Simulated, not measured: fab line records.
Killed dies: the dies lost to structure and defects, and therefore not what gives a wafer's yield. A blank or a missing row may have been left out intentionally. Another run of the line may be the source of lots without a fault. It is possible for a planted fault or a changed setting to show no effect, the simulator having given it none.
Code-filled problem report in 8D (eight disciplines) form ; flow rit cmos ; the parts of the form that need people (team, actions taken, sign-off) are left out

## 1. THE PROBLEM
PWELL_RS at RIT_WELLDRIVE_RS_MEAS_02 reads a mean of 404.9 ohm/sq on 6 wafers of 2 lots; wafers without a fault read 429.5 ohm/sq with a standard deviation of 1.2. Relative to the usual mean, that is a shift of -21 standard deviations.
The step: measures by four-point-probe.
First observed at day 6 09:22: wafer L762.1, on film metro-04. At this step, 42 wafers from 14 lots have a number in the record. By rule, "out" or "out of limits" means more than 4 standard deviations away from the usual mean. All remaining wafers that have a number are taken as sound.

## 2. WHAT IT IS, WHAT IT ISN'T
question;is;is not
which readings at this step;PWELL_RS;-
which lots;L762, L764;L744, L746, L747, L750, L751, L752, L753, L754, L755, L756, L766, L767
which wafers of those lots;all that have a number;-
read on which gauges;film metro-02, film metro-04;film metro-03
when;from day 6 09:22;"up to then (30 sound wafers); but 6 sound wafers of L766, L767 came after"

## 3. WHAT RULES OUT EACH SUSPECT
Counting: a tool at a process step up to the reading stays a suspect if it ran every lot that is out and no sound lot after the first of them.
- the gauge at RIT_WELLDRIVE_RS_MEAS_02: ruled out. The wafers that are out were read on 2 gauges (film metro-02, film metro-04).
- implanter-04 at RIT_PWELL_IMPLANT_08: kept. It processed each lot that is out, first L762 at day 5 23:17, and no sound lot thereafter; up to then, the last sound lot it processed was L756 at day 4 17:32. Its own readings are out on those wafers: dose ions cm2.
The count leaves implanter-04 at RIT_PWELL_IMPLANT_08.

## 4. THE CAUSE (what the simulator had put in)
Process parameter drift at RIT_PWELL_IMPLANT_08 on implanter-04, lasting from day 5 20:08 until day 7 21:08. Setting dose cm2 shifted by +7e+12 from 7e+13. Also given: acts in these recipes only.
This tool alone remained once counting was done.

## 5. SEQUENCE OF EFFECTS, ordered by route
Each row: a reading where the mean over the struck wafers with a number is more than 3 standard deviations away from the usual. Scope: only readings with a usual standard deviation given in the record; hours: median across lots of the time from each lot's start at the first step in this table that gives one to its start at this step; sigmas: change in usual standard deviations.
hours;step;reading;usual;on struck wafers;change;sigmas
0;RIT_PWELL_IMPLANT_08;dose ions cm2;7e+13;8e+13;+7e+12;+97
0;RIT_PWELL_IMPLANT_08;faraday current uA;221;242;+20;+4.3
10;RIT_WELLDRIVE_RS_MEAS_02;PWELL_RS;429.5 ohm/sq;404.9;-24.6;-21
Here are the process steps it includes:
- RIT_PWELL_IMPLANT_08
Later steps that measure or inspect, where all struck wafers having a row at the step show a number for every such reading and not one has moved that far: RIT_GATE_THK_MEAS_07.

## 6. HOW IT WOULD HAVE BEEN CAUGHT EARLIER
In this record the first reading out of limits at a measuring or inspecting step was taken at day 6 09:22, 13 hours after the fault began at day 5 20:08.
At RIT_PWELL_IMPLANT_08, the tool's own readings (dose ions cm2) were out on each struck wafer the step has a row for, so an alarm limit on them would have fired on the first such wafer.
Among the 2 lots that are out, L764 began RIT_PWELL_IMPLANT_08 on implanter-04 after day 6 09:22. Putting the tool on hold at that point would have spared it.
